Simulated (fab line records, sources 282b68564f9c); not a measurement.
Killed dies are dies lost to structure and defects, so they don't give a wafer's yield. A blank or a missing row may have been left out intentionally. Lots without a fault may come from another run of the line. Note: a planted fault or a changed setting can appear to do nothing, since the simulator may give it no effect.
Code-filled problem report in 8D (eight disciplines) form + flow rit-cmos + the parts of the form that need people (team, actions taken, sign-off) are left out

== 1. WHAT WENT WRONG ==
Wafers without a fault read 3249.8 rpm, standard deviation 2.4; spin-speed-rpm at RIT_PLDD_COAT_01 reads a mean of 3425.2 rpm on 6 wafers belonging to 2 lots. Relative to the usual mean, that is a shift of +73 standard deviations.
The step: resist thk 1000 nm.
Earliest sighting: wafer L640.1 on litho-track-02 at day 4 06:18. At this step, 18 wafers from 6 lots have a number in the record. The rule behind "out" and "out of limits": a value lying over 4 standard deviations away from the usual mean. The rest of the wafers with a number are treated as sound.

== 2. WHAT IT IS; WHAT IT IS NOT ==
| question                    | is                     | is not                                                                   |
|-----------------------------|------------------------|--------------------------------------------------------------------------|
| which readings at this step | spin-speed-rpm         | -                                                                        |
| which lots                  | L640, L643             | L634, L638, L651, L655                                                   |
| which wafers of those lots  | all that have a number | -                                                                        |
| read on which tools         | litho-track-02         | litho-track-03, litho-track-04                                           |
| when                        | from day 4 06:18       | up to then (6 sound wafers); but 6 sound wafers of L651, L655 came after |

== 3. WHAT RULES OUT EACH SUSPECT ==
Counting: any tool at a process step up to the reading is kept as a suspect provided that every lot that is out went through it and no sound lot did after the first of them.
- litho-track-02 at RIT_PLDD_COAT_01 (resist thk 1000 nm): kept. All lots that are out passed through it, beginning with L640 at day 4 06:18, and no sound lot followed; its final sound lot before that point was L638 at day 3 21:37. Out on those wafers are its own readings of spin-speed-rpm.
Left after counting: litho-track-02 at RIT_PLDD_COAT_01.

== 4. THE CAUSE (what the simulator had put in) ==
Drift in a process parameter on litho-track-02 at RIT_PLDD_COAT_01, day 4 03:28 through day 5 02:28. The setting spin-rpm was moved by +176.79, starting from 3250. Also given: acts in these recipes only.
Counting left only this tool.

== 5. THE EFFECT CHAIN, in route order ==
One row per reading whose mean, taken over the struck wafers that have a number, lies over 3 standard deviations from the usual. Only readings whose record carries a usual standard deviation are examined. hours: median over the lots of the time between each lot's start at the first step of this table that gives one and its start at this step. sigmas: the change, counted in usual standard deviations.
| hours | step             | reading        | usual      | on struck wafers | change | sigmas |
|-------|------------------|----------------|------------|------------------|--------|--------|
| 0     | RIT_PLDD_COAT_01 | spin-speed-rpm | 3249.8 rpm | 3425.2           | +175.4 | +73    |
The process steps in it:
- RIT_PLDD_COAT_01: resist thk 1000 nm.
Later measuring or inspecting steps at which every struck wafer that the step has a row for has a number for every such reading, and none has moved that far: RIT_PLDD_OVL_MEAS_06.

== 6. WHAT WOULD HAVE CAUGHT IT SOONER ==
In this record the first reading out of limits was taken at day 4 06:18, 3 hours after the fault began at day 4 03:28.
